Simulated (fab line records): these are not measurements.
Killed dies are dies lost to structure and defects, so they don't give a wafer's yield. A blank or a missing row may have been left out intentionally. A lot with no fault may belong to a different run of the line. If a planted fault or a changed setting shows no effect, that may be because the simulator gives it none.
fab line records | flow berkeleyCmos170
record: lots: 5 | wafers: 15 | lastDay: 12
route steps=331 shown SCREENOX@103 NVT@104
lots that met no fault: from a run of the same line without faults
startH: hours from the record's first day to the start of the lot's first wafer shown | waitH: hours elapsed since this lot's preceding step | " same as the row above | L1.1+2: a row that stands for several wafers | - no value present, or no start provided | * or withheld: withheld | < > ~ a bound
route shown NAME@n: names a module that has steps shown in the file, with the first one's number in the route | usual: mean and standard deviation over wafers with no fault | same: alike in all rows | chamber/n: place in a boat | sites: per-site readings | _std_site: the standard deviation of these | _edge_site: inner sites' mean taken away from outer sites' mean | radiusMm: how far each site lies from the wafer's centre | mask NAME#n: copy n | behind: tool/chamber where the wafer was last shaped | hold: why the lot was held/for how many hours/how that ended | device: the transistor (n, p or np) that didn't switch | end of line: the tests these same wafers got at the end of their route | where a step has no rows: the recipe by itself | killed: count of dies lost to structure and defects at first sort (not the wafer's yield) | map: a wafer's dies, x killed, . not, _ none there
set.NAME: the run value of the setting; set.NAME@STEP: its run value at that earlier step | model.NAME: the simulator's own value behind a step, which no gauge read
lots at selected steps of the route; one table per step, one row per wafer
services: when a tool's chamber went out of use (startH, in hours from the record's first day, below 0 if earlier), for how many hours, and the reason
== steps ==
step: UCB170_SCREENOX_ANNEAL_03
recipe: tempC: 900 | timeS: 900 | ambient: N2
lot.wafer  | tool       | chamber | startH | waitH
L083.1+3+6 | furnace-02 | 0       | 159.20 | 2.6
L085.2+3+5 | furnace-04 | 0       | 180.63 | 1.4
L086.2+3+6 | furnace-04 | 0       | 180.63 | 1.4
L087.3+5+6 | furnace-04 | 0       | 180.63 | 1.4
L095.2+3+6 | furnace-04 | 0       | 222.43 | 6.4
step: UCB170_NVT_HMDS_00
recipe: primeTimeS: 60 | primeTempC: 100
usual: resistLineTempC: 23.00/0.11
lot.wafer | tool          | chamber | startH | waitH | resistLineTempC
L083.1    | lithoTrack-02 | 0       | 160.45 | 0.0   | 23.17
L083.3    | "             | 0       | "      | "     | 22.97
L083.6    | "             | 0       | "      | "     | 22.85
L085.2    | lithoTrack-04 | 0       | 182.64 | 0.8   | 23.04
L085.3    | "             | 0       | "      | "     | 23.09
L085.5    | "             | 0       | "      | "     | 23.12
L086.2    | lithoTrack-02 | 0       | 182.76 | 0.9   | 23.10
L086.3    | "             | 0       | "      | "     | 22.99
L086.6    | "             | 0       | "      | "     | 23.07
L087.3    | lithoTrack-01 | 0       | 182.81 | 0.9   | 23.05
L087.5    | "             | 0       | "      | "     | 23.07
L087.6    | "             | 0       | "      | "     | 23.12
L095.2    | lithoTrack-02 | 0       | 223.70 | 0.0   | 23.04
L095.3    | "             | 0       | "      | "     | 22.92
L095.6    | "             | 0       | "      | "     | 23.10
step: UCB170_NVT_COAT_01
recipe: resist: KrF | spinRpm: 1500 | resistThkNm: 900
usual: resistLineTempC: 22.99/0.1
lot.wafer | tool          | chamber | startH | waitH | resistLineTempC
L083.1    | lithoTrack-02 | 0       | 160.60 | 0.1   | 22.88
L083.3    | "             | 0       | "      | "     | 23.01
L083.6    | "             | 0       | "      | "     | 23.09
L085.2    | lithoTrack-04 | 0       | 182.79 | 0.1   | 23.28
L085.3    | "             | 0       | "      | "     | 23.06
L085.5    | "             | 0       | "      | "     | 23.02
L086.2    | lithoTrack-02 | 0       | 182.91 | 0.1   | 22.99
L086.3    | "             | 0       | "      | "     | 23.02
L086.6    | "             | 0       | "      | "     | 23.00
L087.3    | lithoTrack-01 | 0       | 182.96 | 0.1   | 23.16
L087.5    | "             | 0       | "      | "     | 23.03
L087.6    | "             | 0       | "      | "     | 22.91
L095.2    | lithoTrack-02 | 0       | 223.85 | 0.1   | 22.95
L095.3    | "             | 0       | "      | "     | 23.02
L095.6    | "             | 0       | "      | "     | 23.00
step: UCB170_NVT_SOFTBAKE_02
recipe: resist: KrF | tempC: 130 | timeS: 60
usual: heaterPowerTotalW: 56.80/0.046 | resistLineTempC: 23.02/0.099
lot.wafer | tool          | chamber | startH | waitH | heaterPowerTotalW | resistLineTempC
L083.1    | lithoTrack-02 | 0       | 160.75 | 0.1   | 56.77             | 23.02
L083.3    | "             | 0       | "      | "     | 56.75             | 23.05
L083.6    | "             | 0       | "      | "     | 56.72             | 23.11
L085.2    | lithoTrack-04 | 0       | 182.94 | 0.1   | 56.89             | 23.08
L085.3    | "             | 0       | "      | "     | 56.76             | 23.11
L085.5    | "             | 0       | "      | "     | 56.80             | 22.92
L086.2    | lithoTrack-02 | 0       | 183.06 | 0.1   | 56.87             | 22.82
L086.3    | "             | 0       | "      | "     | 56.85             | 22.86
L086.6    | "             | 0       | "      | "     | 56.80             | 22.91
L087.3    | lithoTrack-01 | 0       | 183.11 | 0.1   | 56.83             | 23.11
L087.5    | "             | 0       | "      | "     | 56.87             | 22.94
L087.6    | "             | 0       | "      | "     | 56.85             | 22.79
L095.2    | lithoTrack-02 | 0       | 224.00 | 0.1   | 56.77             | 23.07
L095.3    | "             | 0       | "      | "     | 56.73             | 23.14
L095.6    | "             | 0       | "      | "     | 56.74             | 23.11
step: UCB170_NVT_EXPOSE_03
recipe: maskId: PWELL | targetCdNm: 3000 | na: 0.5 | sigmaOuter: 0.6 | sourceShape: conventional | doseMj: 30
lot.wafer  | tool          | chamber | startH | waitH | mask
L083.1+3+6 | krfScanner-02 | 0       | 161.26 | 0.5   | PWELL#0
L085.2+3+5 | krfScanner-02 | 0       | 183.21 | 0.2   | PWELL#0
L086.2+3+6 | krfScanner-01 | 0       | -      | -     | PWELL#0
L087.3+5+6 | krfScanner-01 | 0       | -      | -     | PWELL#0
L095.2+3+6 | krfScanner-01 | 0       | 224.27 | 0.2   | PWELL#0
step: UCB170_NVT_PEB_04
recipe: pebTempC: 130 | pebTimeS: withheld | resist: KrF
usual: heaterPowerTotalW: 56.80/0.044 | resistLineTempC: 23.00/0.094
lot.wafer | tool          | chamber | startH | waitH | heaterPowerTotalW | resistLineTempC
L083.1    | lithoTrack-04 | 0       | 161.50 | 0.2   | 56.79             | 22.95
L083.3    | "             | 0       | "      | "     | 56.79             | 23.07
L083.6    | "             | 0       | "      | "     | 56.80             | 23.06
L085.2    | lithoTrack-02 | 0       | 184.11 | 0.9   | 56.74             | 23.04
L085.3    | "             | 0       | "      | "     | 56.84             | 23.04
L085.5    | "             | 0       | "      | "     | 56.78             | 22.88
L086.2    | lithoTrack-04 | 0       | -      | -     | 56.81             | 23.06
L086.3    | "             | 0       | "      | "     | 56.83             | 22.85
L086.6    | "             | 0       | "      | "     | 56.78             | 23.07
L087.3    | lithoTrack-04 | 0       | -      | -     | 56.75             | 22.99
L087.5    | "             | 0       | "      | "     | 56.77             | 22.87
L087.6    | "             | 0       | "      | "     | 56.83             | 22.83
L095.2    | lithoTrack-02 | 0       | 224.39 | 0.1   | 56.74             | 23.04
L095.3    | "             | 0       | "      | "     | 56.79             | 23.08
L095.6    | "             | 0       | "      | "     | 56.75             | 22.93
step: UCB170_NVT_DEVELOP_05
recipe: developer: TMAH | developTimeS: 45 | resist: KrF | devTempC: 21
usual: resistLineTempC: 22.99/0.12
lot.wafer | tool          | chamber | startH | waitH | resistLineTempC
L083.1    | lithoTrack-04 | 0       | -      | -     | 23.16
L083.3    | "             | 0       | "      | "     | 23.07
L083.6    | "             | 0       | "      | "     | 22.99
L085.2    | lithoTrack-02 | 0       | -      | -     | 23.11
L085.3    | "             | 0       | "      | "     | 23.10
L085.5    | "             | 0       | "      | "     | 23.00
L086.2    | lithoTrack-04 | 0       | -      | -     | 23.21
L086.3    | "             | 0       | "      | "     | 23.06
L086.6    | "             | 0       | "      | "     | 22.93
L087.3    | lithoTrack-04 | 0       | -      | -     | 23.07
L087.5    | "             | 0       | "      | "     | 22.93
L087.6    | "             | 0       | "      | "     | 22.94
L095.2    | lithoTrack-02 | 0       | -      | -     | 22.88
L095.3    | "             | 0       | "      | "     | 23.01
L095.6    | "             | 0       | "      | "     | 22.88
== services ==
tool          | chamber | startH | hours | kind
krfScanner-02 | -       | 187.76 | 0.4   | repair
krfScanner-02 | -       | 193.20 | 0.8   | pm
krfScanner-01 | -       | 194.13 | 0.8   | pm
krfScanner-02 | -       | 194.90 | 1.0   | pm
furnace-04    | -       | 201.16 | 3.3   | pm
krfScanner-02 | 0       | 214.66 | -     | calibration
krfScanner-01 | 0       | 222.14 | -     | calibration
== key ==
fault none
